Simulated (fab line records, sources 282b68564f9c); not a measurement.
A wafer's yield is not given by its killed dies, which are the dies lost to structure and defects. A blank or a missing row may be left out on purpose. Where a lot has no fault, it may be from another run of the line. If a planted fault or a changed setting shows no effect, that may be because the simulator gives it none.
Which tool is to blame? / flow rit-cmos / Sampling: 14 lots, 42 wafers, 2 of 202 route steps

## WHAT EACH GAUGE READ, for each wafer
RIT_GATE_THK_MEAS_07.
lot=L752; measured=day 2 18:55; on=film-metro-01; GATE_OXIDE_THK (nm)=2.69 2.70 2.69
lot=L753; measured=day 3 00:14; on=film-metro-01; GATE_OXIDE_THK (nm)=2.75 2.74 2.80
lot=L754; measured=day 3 05:34; on=film-metro-02; GATE_OXIDE_THK (nm)=2.83 2.86 2.79
lot=L755; measured=day 3 07:21; on=film-metro-01; GATE_OXIDE_THK (nm)=2.82 2.80 2.80
lot=L756; measured=day 3 13:23; on=film-metro-02; GATE_OXIDE_THK (nm)=2.86 2.79 2.90
lot=L757; measured=day 3 22:34; on=film-metro-02; GATE_OXIDE_THK (nm)=2.87 2.85 2.82
lot=L760; measured=day 4 10:19; on=film-metro-03; GATE_OXIDE_THK (nm)=2.77 2.82 2.85
lot=L761; measured=day 4 19:02; on=film-metro-02; GATE_OXIDE_THK (nm)=2.77 2.81 2.78
lot=L766; measured=day 6 06:28; on=film-metro-01; GATE_OXIDE_THK (nm)=2.74 2.81 2.76
lot=L768; measured=day 6 14:47; on=film-metro-01; GATE_OXIDE_THK (nm)=2.77 2.80 2.82
lot=L770; measured=day 6 17:45; on=film-metro-03; GATE_OXIDE_THK (nm)=2.75 2.73 2.69
lot=L772; measured=day 7 07:09; on=film-metro-03; GATE_OXIDE_THK (nm)=2.74 2.74 2.76
lot=L771; measured=day 7 07:10; on=film-metro-01; GATE_OXIDE_THK (nm)=2.76 2.78 2.75
lot=L774; measured=day 7 08:10; on=film-metro-01; GATE_OXIDE_THK (nm)=2.75 2.78 2.81

RIT_NLDD_TW_MEAS_10.
lot=L752; measured=day 3 04:32; on=film-metro-04; NLDD_TW=2504 2502 2513
lot=L753; measured=day 3 10:43; on=film-metro-04; NLDD_TW=2516 2512 2518
lot=L754; measured=day 3 14:33; on=film-metro-04; NLDD_TW=2535 2516 2504
lot=L755; measured=day 3 16:52; on=film-metro-04; NLDD_TW=2510 2519 2530
lot=L756; measured=day 3 23:54; on=film-metro-01; NLDD_TW=2511 2515 2512
lot=L757; measured=day 4 10:34; on=film-metro-04; NLDD_TW=2529 2524 2548
lot=L760; measured=day 4 19:06; on=film-metro-04; NLDD_TW=2544 2538 2554
lot=L761; measured=day 5 06:49; on=film-metro-01; NLDD_TW=2510 2519 2532
lot=L766; measured=day 6 15:56; on=film-metro-04; NLDD_TW=2535 2553 2543
lot=L768; measured=day 7 05:13; on=film-metro-04; NLDD_TW=2523 2519 2539
lot=L770; measured=day 7 05:26; on=film-metro-04; NLDD_TW=2542 2536 2521
lot=L772; measured=day 7 15:04; on=film-metro-04; NLDD_TW=2517 2532 2514
lot=L771; measured=day 7 17:49; on=film-metro-01; NLDD_TW=2510 2517 2506
lot=L774; measured=day 7 18:04; on=film-metro-04; NLDD_TW=2529 2512 2534

## WHAT TOOL EACH LOT RAN ON (gives the tool, then ch and the chambers of the sampled wafers, and finally the start)
No process step before these readings appears in the record.

## AS READ BY THE TOOLS THEMSELVES (means over the sampled wafers that have a number; for cases with no such wafer, the mark the record gives instead)
The record holds no such reading with a usual standard deviation.

## THE ANSWER, worked out from the rows above alone
Rule: the lots themselves supply what counts as usual. Put in order of their means at a reading, lots are off if they are a third of the lots or fewer, leave a main group of 4 or more, and stand apart from it by a gap of 3 or more times the standard deviation of the main group's means; of several such gaps the widest counts. A main group is skipped when, at the precision printed for the reading in the tables above, its means are all equal. Also off: a lot with no number at a reading for which 4 or more lots have one. All remaining lots with rows at the step are treated as sound. First the gauges in route order, then the tools' own readings, where a lot's mean is used as printed above. The first step at which some lot is off is used, and at that step the reading that is off furthest; a lot without a number counts as furthest.
Across all readings shown, no lot is off: no conclusion can be drawn from this.

## WHAT THE SIMULATOR PUT IN
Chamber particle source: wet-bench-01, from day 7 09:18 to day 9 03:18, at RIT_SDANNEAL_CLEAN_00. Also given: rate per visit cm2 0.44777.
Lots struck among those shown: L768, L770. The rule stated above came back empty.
